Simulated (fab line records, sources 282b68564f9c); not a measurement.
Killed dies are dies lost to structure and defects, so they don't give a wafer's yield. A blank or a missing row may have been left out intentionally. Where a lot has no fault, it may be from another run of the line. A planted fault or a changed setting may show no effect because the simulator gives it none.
fab line records | flow rit_cmos
[record] lots = 14 | wafers = 42 | last_day = 7
route steps=202 shown GATE@87
lots with no fault: from the same line, run without faults
start_h: the number of hours between the record's first day and the start of the first shown wafer of the lot | wait_h: hours since the lot's step before | " the same as in the row above | L1.1+2: one row covering several wafers at once | - no value, or no start given | * or withheld: withheld | < > ~ a bound
route shown NAME@n: NAME is a module with steps in the file, n the number in the route of the first one | usual: the fault-free wafers' mean and standard deviation | same: alike in all rows | chamber/n: place in a boat | sites: per-site readings | _std_site: the standard deviation of these | _edge_site: outer sites' mean less inner sites' | radius_mm: how far each site lies from the wafer's centre | mask NAME#n: copy n | behind: the last tool/chamber to shape the wafer | hold: reason for holding the lot/hours on hold/outcome of the hold | device: transistor that didn't switch, given as n, p or np | end of line: tests of these same wafers at the route's end | a step with no rows: only its recipe | killed: the dies lost at the first sort to structure and to defects; this is not the yield of the wafer | map: the dies of a wafer, with x for killed, . for not killed, _ for no die there
set.NAME: the setting that was run; set.NAME@STEP: the one run at that earlier step | model.NAME: the simulator's own value behind a step, which no gauge read
one table for each step of the route and one row for each wafer, over a sample of lots
[[steps]]
[step RIT_GATE_COAT_11]
[recipe] resist = NOVOLAK | spin_rpm = 4250 | resist_thk_nm = 850
[usual] spin_speed_rpm = 4249.9/2.8
lot.wafer | tool           | chamber | start_h | wait_h | spin_speed_rpm
L915.4    | litho_track-02 | 0       | 42.55   | 0.1    | 4246.5
L915.5    | "              | 0       | "       | "      | 4248.0
L915.6    | "              | 0       | "       | "      | 4250.2
L917.3    | litho_track-03 | 0       | 49.09   | 0.1    | 4247.1
L917.5    | "              | 0       | "       | "      | 4250.9
L917.6    | "              | 0       | "       | "      | 4250.6
L918.2    | litho_track-04 | 0       | 55.28   | 0.1    | 4247.8
L918.4    | "              | 0       | "       | "      | 4251.7
L918.5    | "              | 0       | "       | "      | 4254.7
L919.1    | litho_track-03 | 0       | 62.29   | 0.1    | 4252.0
L919.2    | "              | 0       | "       | "      | 4252.8
L919.4    | "              | 0       | "       | "      | 4251.9
L920.1    | litho_track-03 | 0       | 65.48   | 0.1    | 4250.2
L920.2    | "              | 0       | "       | "      | 4249.4
L920.4    | "              | 0       | "       | "      | 4250.7
L928.2    | litho_track-03 | 0       | 103.62  | 0.1    | 4041.5
L928.3    | "              | 0       | "       | "      | 4040.8
L928.6    | "              | 0       | "       | "      | 4041.1
L929.1    | litho_track-03 | 0       | 110.84  | 0.1    | 4045.9
L929.3    | "              | 0       | "       | "      | 4045.4
L929.4    | "              | 0       | "       | "      | 4045.9
L930.1    | litho_track-04 | 0       | 116.18  | 0.1    | 4251.4
L930.2    | "              | 0       | "       | "      | 4256.1
L930.5    | "              | 0       | "       | "      | 4247.9
L931.3    | litho_track-02 | 0       | 119.08  | 0.1    | 4247.0
L931.5    | "              | 0       | "       | "      | 4247.2
L931.6    | "              | 0       | "       | "      | 4247.4
L932.2    | litho_track-04 | 0       | 122.35  | 0.1    | 4253.2
L932.5    | "              | 0       | "       | "      | 4252.3
L932.6    | "              | 0       | "       | "      | 4249.4
L933.3    | litho_track-04 | 0       | 131.68  | 0.1    | 4249.4
L933.4    | "              | 0       | "       | "      | 4249.3
L933.6    | "              | 0       | "       | "      | 4249.8
L935.2    | litho_track-04 | 0       | 136.85  | 0.1    | 4249.7
L935.4    | "              | 0       | "       | "      | 4248.2
L935.5    | "              | 0       | "       | "      | 4246.0
L937.1    | litho_track-04 | 0       | 147.08  | 0.1    | 4251.7
L937.3    | "              | 0       | "       | "      | 4251.7
L937.6    | "              | 0       | "       | "      | 4251.0
L938.2    | litho_track-02 | 0       | 156.43  | 0.1    | 4251.5
L938.5    | "              | 0       | "       | "      | 4253.2
L938.6    | "              | 0       | "       | "      | 4249.5
[[key]]
[first_sign] step = RIT_GATE_COAT_11 | reading = spin_speed_rpm | direction = down | sigmas = 74 | usual = 4249.9 | struck = 4043.4
effect none on later readings
met_at RIT_GATE_COAT_11
struck_lots L928,L929
tester_left_out L928,L929
onset_between 65.48 103.62
[fault] kind = process_parameter_drift | tool = litho_track-03 | chamber = - | onset_h = 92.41 | steps = RIT_GATE_COAT_11 | channel = spin_rpm | offset = -205.45 | shape = step | end_h = 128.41 | acts_in = these_recipes_only | stated = 4250
// tester_left_out: of these lots the tester's yield and bins aren't shown, on N5 and GAA mostly nor the transistor test; their killed dies are dies lost to structure and defects alone, not to doping, threshold or leakage, so they don't give the yield
